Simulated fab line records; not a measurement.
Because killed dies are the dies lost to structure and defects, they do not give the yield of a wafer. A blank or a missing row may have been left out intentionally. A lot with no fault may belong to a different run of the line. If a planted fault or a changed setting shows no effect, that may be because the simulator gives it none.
What tool caused it?    flow berkeley-cmos170    7 lots with 21 wafers sampled at 4 steps, on a route of 331 steps

WHAT EACH GAUGE READ, for each wafer
UCB170_NLDD_CD_MEAS_06: target cd 1200 nm.
lot   measured      on         cd-nm (nm)
L460  day 8 07:05   cd-sem-01  1199.0 1199.2 1198.9
L461  day 8 07:34   cd-sem-01  1199.5 1199.9 1200.7
L464  day 8 19:59   cd-sem-02  1201.0 1201.5 1199.5
L465  day 9 09:17   cd-sem-01  1202.2 1201.6 1201.3
L472  day 10 14:56  cd-sem-01  1201.2 1198.8 1198.5
L478  day 11 18:39  cd-sem-02  1198.9 1200.2 1199.7
L482  day 12 05:06  cd-sem-01  1198.6 1197.5 1197.7

TOOL THAT RAN EACH LOT (tool first, then ch and the chambers of the sampled wafers, then the start)
lot   UCB170_NVT_STRIP_08                   UCB170_GATE_STRIP_16                  UCB170_PLDD_IMPLANT_09
L460  plasma-asher-02 ch 0,1, day 7 07:22   plasma-asher-02 ch 0,1, day 8 03:04   implanter-02 ch 0, day 8 05:35
L461  plasma-asher-01 ch 0,1, day 7 07:55   plasma-asher-03 ch 0,1, day 8 03:09   implanter-01 ch 0, day 8 05:52
L464  plasma-asher-01 ch 0,1, day 7 22:59   plasma-asher-03 ch 0,1, day 8 15:35   implanter-02 ch 0, day 8 17:27
L465  plasma-asher-01 ch 0,1, day 8 08:46   plasma-asher-03 ch 0,1, day 9 04:21   implanter-01 ch 0, day 9 07:57
L472  plasma-asher-03 ch 0,1, day 9 13:49   plasma-asher-03 ch 0,1, day 10 09:17  implanter-04 ch 0, day 10 11:39
L478  plasma-asher-02 ch 0,1, day 10 17:37  plasma-asher-04 ch 0,1, day 11 15:11  implanter-04 ch 0, day 11 17:16
L482  plasma-asher-02 ch 0,1, day 11 04:41  plasma-asher-02 ch 0,1, day 11 23:16  implanter-02 ch 0, day 12 03:31
- UCB170_NVT_STRIP_08: strips in O2.
- UCB170_GATE_STRIP_16: strips in O2.
- UCB170_PLDD_IMPLANT_09

THE ANSWER, worked out from the rows above alone
Rule: the lots themselves supply what counts as usual. The widest of any qualifying gaps counts: lots, ordered by their means at a reading, are off when they make up no more than a third of the lots, leave a main group of 4 or more, and stand apart from it by 3 or more times the standard deviation of that group's means. Not used: any main group whose means are identical at the precision the tables above print for the reading. A lot without any number at a reading at which 4 lots or more have one is off too. Any other lot the step has rows for is counted as sound.
Across all readings shown, no lot is off: no conclusion can be drawn from this.

WHAT THE SIMULATOR HAD INSERTED
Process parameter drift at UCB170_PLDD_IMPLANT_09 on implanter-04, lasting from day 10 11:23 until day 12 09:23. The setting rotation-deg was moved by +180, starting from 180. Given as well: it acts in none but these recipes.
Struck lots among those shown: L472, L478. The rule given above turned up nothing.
